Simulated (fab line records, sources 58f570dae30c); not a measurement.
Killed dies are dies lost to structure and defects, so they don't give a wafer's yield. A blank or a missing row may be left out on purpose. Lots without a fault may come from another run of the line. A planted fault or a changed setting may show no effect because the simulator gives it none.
Problem report in the 8D (eight disciplines) form, filled by code | flow berkeley_cmos170 | the parts of the form that need people (team, actions taken, sign-off) are left out

1. THE PROBLEM
NLDD_OVL at UCB170_NLDD_OVL_MEAS_07 reads a mean of 319 nm on 12 wafers of 4 lots; wafers without a fault read 0 nm with a standard deviation of 5.6. That is +57 standard deviations from the usual mean.
First seen on wafer L591.4, day 8 22:52, on overlay-02. The record holds 48 wafers of 16 lots with a number at this step. Rule for "out", or "out of limits": more than 4 standard deviations from the usual mean. The other wafers with a number count as sound.

2. WHAT IT IS AND WHAT IT IS NOT
question                    | is                     | is not
which readings at this step | NLDD_OVL               | -
which lots                  | L590, L591, L592, L593 | L577, L578, L579, L580, L581, L582, L583, L584, L586, L587, L599, L600
which wafers of those lots  | all that have a number | -
read on which gauges        | overlay-01, overlay-02 | -
when                        | from day 8 22:52       | up to then (30 sound wafers); but 6 sound wafers of L599, L600 came after

3. SUSPECTS, AND WHAT RULES EACH OUT
Counting: a tool at a process step up to the reading stays a suspect if it ran every lot that is out and no sound lot after the first of them.
- the gauge at UCB170_NLDD_OVL_MEAS_07: ruled out. The wafers that are out were read on 2 gauges (overlay-01, overlay-02).
- krf_scanner-02 at UCB170_NLDD_EXPOSE_03 (exposes mask NSELECT, target cd 1200 nm): kept. It ran every lot that is out, first L591 (day 8 22:19), and no sound lot after that; its last sound lot up to then is L586 (day 7 21:34).
Left after counting: krf_scanner-02 at UCB170_NLDD_EXPOSE_03.

4. THE CAUSE (what the simulator had put in)
Scanner matching overlay: krf_scanner-02, from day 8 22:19 on, at UCB170_NLDD_EXPOSE_03. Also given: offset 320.
Counting left only this tool.

5. THE CHAIN OF EFFECTS, in route order
Each row: a reading whose mean over the struck wafers that have a number lies more than 3 standard deviations from the usual. Only readings for which the record gives a usual standard deviation are gone through. hours: the time from each lot's start at the first step in this table that gives one to its start at this step, as a median over the lots. sigmas: the change in usual standard deviations.
hours | step                    | reading  | usual | on struck wafers | change | sigmas
0     | UCB170_NLDD_OVL_MEAS_07 | NLDD_OVL | 0 nm  | 319              | +319   | +57

6. WHAT WOULD HAVE CAUGHT IT SOONER
In this record the first reading out of limits at a measuring or inspecting step was taken at day 8 22:52, 1 hour after the fault began at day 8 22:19.
Of the lots that are out (4), L593 began UCB170_NLDD_EXPOSE_03 on krf_scanner-02 after day 8 22:52. A hold on the tool at that time would have spared it.
